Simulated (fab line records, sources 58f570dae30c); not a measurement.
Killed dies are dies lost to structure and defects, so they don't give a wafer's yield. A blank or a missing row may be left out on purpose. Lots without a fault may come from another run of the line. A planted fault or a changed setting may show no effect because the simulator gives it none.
One fault seen from 2 desks | flow berkeley_cmos170 | each desk has only its own numbers; what lay behind them comes last

THE METROLOGY DESK
What the gauges read, lot by lot, whatever tool the lot ran on: means of the sampled wafers that have a number. A lot is out of limits, marked OUT, if its mean lies more than 4 standard deviations from the usual mean; the brackets give that distance.
Columns: A = GATE_POLY_THK at UCB170_GATE_THK_MEAS_05, usual 213.6 nm; B = cd_nm at UCB170_NLDD_CD_MEAS_06, usual 1200.1 nm; C = PLDD_RS at UCB170_SDANNEAL_RS_MEAS_04, usual 1030.6 ohm/sq
lot  | first seen here | A     | B      | C
L284 | day 6 00:24     | 216.1 | 1199.4 | 1032.0
L285 | day 6 16:29     | 213.5 | 1198.5 | 1025.3
L287 | day 6 19:34     | 211.8 | 1200.0 | 1030.4
L288 | day 6 19:34     | 213.2 | 1199.7 | 1028.1
L291 | day 7 21:11     | 212.7 | 1200.0 | 1034.8
L289 | day 7 21:13     | 214.2 | 1199.4 | 1029.0
L290 | day 7 21:14     | 216.0 | 1201.1 | 1029.3
L293 | day 8 05:47     | 215.4 | 1200.3 | 1023.2
L296 | day 9 07:28     | 214.9 | 1199.8 | 1021.0
L299 | day 9 07:28     | 209.9 | 1202.0 | 1031.0
L301 | day 10 12:31    | 215.0 | 1199.0 | 1031.3
L303 | day 10 12:34    | 214.2 | 1200.0 | 1032.9
L304 | day 10 23:04    | 215.5 | 1200.5 | 1029.5
L306 | day 11 10:52    | 211.5 | 1201.2 | 1027.6
This desk's finding: nothing out of limits on any of the 14 lots.

THE TOOL OWNER'S DESK: implanter-03
The tool's own readings at UCB170_PLDD_IMPLANT_08: means of the sampled wafers that have a number, for each lot that ran on this tool. A lot is out of limits, marked OUT, if its mean lies more than 4 standard deviations from the usual mean; the brackets give that distance.
Columns: A = dose_ions_cm2 at UCB170_PLDD_IMPLANT_08, usual 4.999e+13
lot  | first seen here | A
L285 | day 6 19:27     | 4.996e+13
L287 | day 6 23:38     | 5.007e+13
L289 | day 8 00:38     | 5.006e+13
L293 | day 8 11:04     | 5.123e+13 (+22) OUT
L296 | day 9 12:11     | 5.121e+13 (+22) OUT
This desk's finding: out of limits on L293, L296; first on L293, day 8 11:04 (dose_ions_cm2 at UCB170_PLDD_IMPLANT_08). In limits: L285, L287, L289.

PUT TOGETHER
The tool owner's desk could have raised an alarm at day 8 11:04, on L293, L296.
The metrology desk saw nothing out of limits.
The metrology desk has L293, L296 on record, within its limits.
Of the lots named, all ran UCB170_PLDD_IMPLANT_08 on implanter-03.

WHAT THE SIMULATOR HAD PUT IN
Process parameter drift: implanter-03, from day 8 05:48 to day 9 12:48, at UCB170_PLDD_IMPLANT_08. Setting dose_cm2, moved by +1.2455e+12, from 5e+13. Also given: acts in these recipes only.
Lots struck among those shown: L293, L296.
Hours from the fault's start to each desk's first reading out of limits: the tool owner's desk, 5.
